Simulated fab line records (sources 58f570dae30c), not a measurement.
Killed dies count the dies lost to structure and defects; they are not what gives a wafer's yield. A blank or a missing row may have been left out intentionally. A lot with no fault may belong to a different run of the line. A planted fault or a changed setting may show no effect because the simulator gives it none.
8D (eight disciplines) problem report, filled in by code	flow berkeley cmos170	the parts of the form that need people (team, actions taken, sign-off) are left out

== 1. WHAT IS WRONG ==
heater power total W at UCB170_V1_SOFTBAKE_08 reads a mean of 58.08 W on 6 wafers of 2 lots; wafers without a fault read 56.80 W with a standard deviation of 0.043. That puts it +30 standard deviations away from the usual mean.
The step: time 60 s.
First seen on wafer L330.2, day 11 15:56, on litho track-04. The record has a number at this step for 39 wafers belonging to 13 lots. Rule for "out" (also "out of limits"): further than 4 standard deviations from the usual mean. Any other wafer with a number is counted as sound.

== 2. WHAT IT IS; WHAT IT IS NOT ==
question	is	is not
which readings at this step	heater power total W, run length s	resist line temp C
which lots	L330, L336	L319, L320, L321, L322, L323, L324, L326, L328, L337, L338, L339
which wafers of those lots	all that have a number	-
read on which tools	litho track-04	litho track-01, litho track-03
when	from day 11 15:56	up to then (24 sound wafers); but 9 sound wafers of L337, L338, L339 came after

== 3. SUSPECTS, AND WHAT RULES EACH OUT ==
Counting: a tool stays on the suspect list if, at a process step up to the reading, it processed all lots that are out and no sound lot following the first of them.
- litho track-04 at UCB170_V1_SOFTBAKE_08 (time 60 s): kept. It ran every lot that is out, first L330 (day 11 15:56), and no sound lot after that; its last sound lot up to then is L326 (day 10 21:07). Its own heater power total W, run length s readings are out on those wafers.
Left after counting: litho track-04 at UCB170_V1_SOFTBAKE_08.

== 4. THE CAUSE (what the simulator had put in) ==
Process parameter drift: litho track-04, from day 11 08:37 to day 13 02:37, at UCB170_V1_SOFTBAKE_08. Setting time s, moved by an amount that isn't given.
The count eliminated every tool but this one.

== 5. SEQUENCE OF EFFECTS, ordered by route ==
Rows list readings where the struck wafers' mean (over those with a number) sits beyond 3 standard deviations from the usual. Only readings for which the record gives a usual standard deviation are gone through. hours: the time from each lot's start at the first step in this table that gives one to its start at this step, as a median over the lots. sigmas: the change in usual standard deviations.
hours	step	reading	usual	on struck wafers	change	sigmas
0	UCB170_V1_SOFTBAKE_08	heater power total W	56.80 W	58.08	+1.28	+30
0	UCB170_V1_SOFTBAKE_08	run length s	89.17 s	84.81	-4.36	-16
Process steps it contains:
- UCB170_V1_SOFTBAKE_08: time 60 s.

== 6. HOW IT WOULD HAVE BEEN CAUGHT EARLIER ==
In this record the first reading out of limits was taken at day 11 15:56, 7 hours after the fault began at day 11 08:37.
